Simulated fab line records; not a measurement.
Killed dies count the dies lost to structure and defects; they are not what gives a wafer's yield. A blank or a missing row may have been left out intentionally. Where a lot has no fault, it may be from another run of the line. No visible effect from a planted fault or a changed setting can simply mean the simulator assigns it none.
Struck lot and sound lot, side by side ; flow rit-cmos ; 17 out of 202 route steps
Sound: the wafers L650.2, L650.3, L650.6. Wafers L658.2, L658.3, L658.6 were the ones struck. Last of all comes the cause.
At each step with rows: each side's tool, then ch and its chambers, then its first start. Under that, the readings that differ: sound wafers ; struck wafers ; difference of the means ; sigmas: that difference in standard deviations of wafers without a fault.
alike: readings whose means differ by less than 2 such deviations, and words and numbers that are the same on both sides. not compared: withheld readings, readings that some wafer has no value for, bounds like >300 that may hide the same value, and numbers for which the record gives no deviation and whose values overlap.
Wherever a step has rows on one side only, a row that says differs or no value, or a row with sigmas, the two part there. When numbers do not overlap yet have no deviation, they are printed without sigmas and do not part them. A reading that every wafer of one side lacks parts them only if that side has two wafers or more.

first, 1 step without rows for these wafers: RIT_PRETRO_DEVELOP_05 (develop time 68 s).
RIT_PRETRO_OVL_MEAS_06:
  sound: overlay-02 at day 2 22:30; struck: overlay-02 at day 4 13:44
reading;sound;struck;difference;sigmas
PRETRO_OVL (nm);-1.2 -2.4 -2.8;1.1 0.8 0.5;+2.9;+2
then, 2 steps without rows for these wafers: RIT_PRETRO_HARDBAKE_07 (time 120 s); RIT_PRETRO_IMPLANT_08.
RIT_PRETRO_STRIP_09: strips in O2, time 180 s.
  sound on plasma-asher-03 ch 0, day 2 22:56; struck on plasma-asher-03 ch 0,1, day 4 14:10
  alike: drypump-motor-current-A
  not compared: rf-hours-counter-h
RIT_PRETRO_TW_MEAS_10:
  sound: film-metro-03 at day 2 23:07; struck: film-metro-04 at day 4 14:20
  alike: PRETRO_TW
then, 5 steps without rows for these wafers: RIT_GATE_WET_ETCH_00 (etches SiO2 in BOE, target depth 56 nm, time 60 s); RIT_GATE_CLEAN_01 (cleans in SC1, time 600 s); RIT_GATE_CLEAN_02 (cleans in dHF, time 30 s); RIT_GATE_CLEAN_03 (cleans in SC2, time 600 s); RIT_GATE_CLEAN_04 (cleans in dHF, time 60 s).
RIT_FOX2_THK_MEAS_91:
  sound: film-metro-02 at day 2 23:35; struck: film-metro-01 at day 4 14:49
  alike: FIELD_OXIDE_LEFT_2_THK
RIT_GATE_OXIDATION_05: target thk 3 nm, ox time 270 s.
  sound on furnace-03 ch 0, day 2 23:58; struck on furnace-01 ch 0, day 4 15:03
reading;sound;struck;difference;sigmas
ox-time-s (s);270 270 270;405 405 405;+135;
model.SiO2_of_GATE_OXIDATION_05.thk-nm (nm);2.975 2.923 2.94;3.992 3.967 4.018;+1.046;
  alike: ox-temp-c, ox-temp-c-max, spike-tc-source-C, tube_center_temp_C_max, zone-power-source-pct
then, 1 step without rows for these wafers: RIT_GATE_ANNEAL_06 (time 600 s).
RIT_GATE_THK_MEAS_07:
  sound: film-metro-03 at day 3 01:18; struck: film-metro-01 at day 4 17:25
reading;sound;struck;difference;sigmas
GATE_OXIDE_THK (nm);2.96 2.95 2.96;4.01 3.98 4.01;+1.04;+18
then, 1 step without rows for these wafers: RIT_GATE_CVD_08 (deposits poly-Si from SiH4, target thk 250 nm, time 2220 s).
RIT_M1_PROBE_99:
  sound: prober-01 at day 4 01:04; struck: prober-02 at day 5 17:53
reading;sound;struck;difference;sigmas
model.etest.pmos_0p3.r-on-ohm-um;6276 6115 6193;8048 7868 7984;+1772;
model.etest.pmos-turned.r-on-ohm-um;3526 3405 3423;4036 3957 3934;+524;
model.etest.pmos_0p15.r-on-ohm-um;2829 2746 2788;3251 3182 3134;+401;
model.etest.nmos_0p3.r-on-ohm-um;2144 2111 2135;2660 2628 2647;+515;
model.etest.nmos_0p15.r-on-ohm-um;1127 1103 1127;1268 1261 1238;+137;
model.etest.nmos_0p15.drive-ua-um;467.2 478 471.8;371.2 376.5 380.6;-96.2;
model.etest.nmos-narrow.drive-ua-um;226.6 231 228.8;150.8 156.3 151.2;-76.0;
model.etest.nmos_0p3.drive-ua-um;228.3 232.7 230;153.3 157.2 152.7;-75.9;
  alike: killed-at-contacts, killed-at-front-end, killed-dies, killed-open, killed-short

== WHERE THEY PART ==
Earliest at RIT_PRETRO_OVL_MEAS_06; latest, in this record, at RIT_GATE_THK_MEAS_07. Later steps at which nothing parts them and some readings are alike: RIT_M1_PROBE_99.

WHY: whatever the simulator had introduced
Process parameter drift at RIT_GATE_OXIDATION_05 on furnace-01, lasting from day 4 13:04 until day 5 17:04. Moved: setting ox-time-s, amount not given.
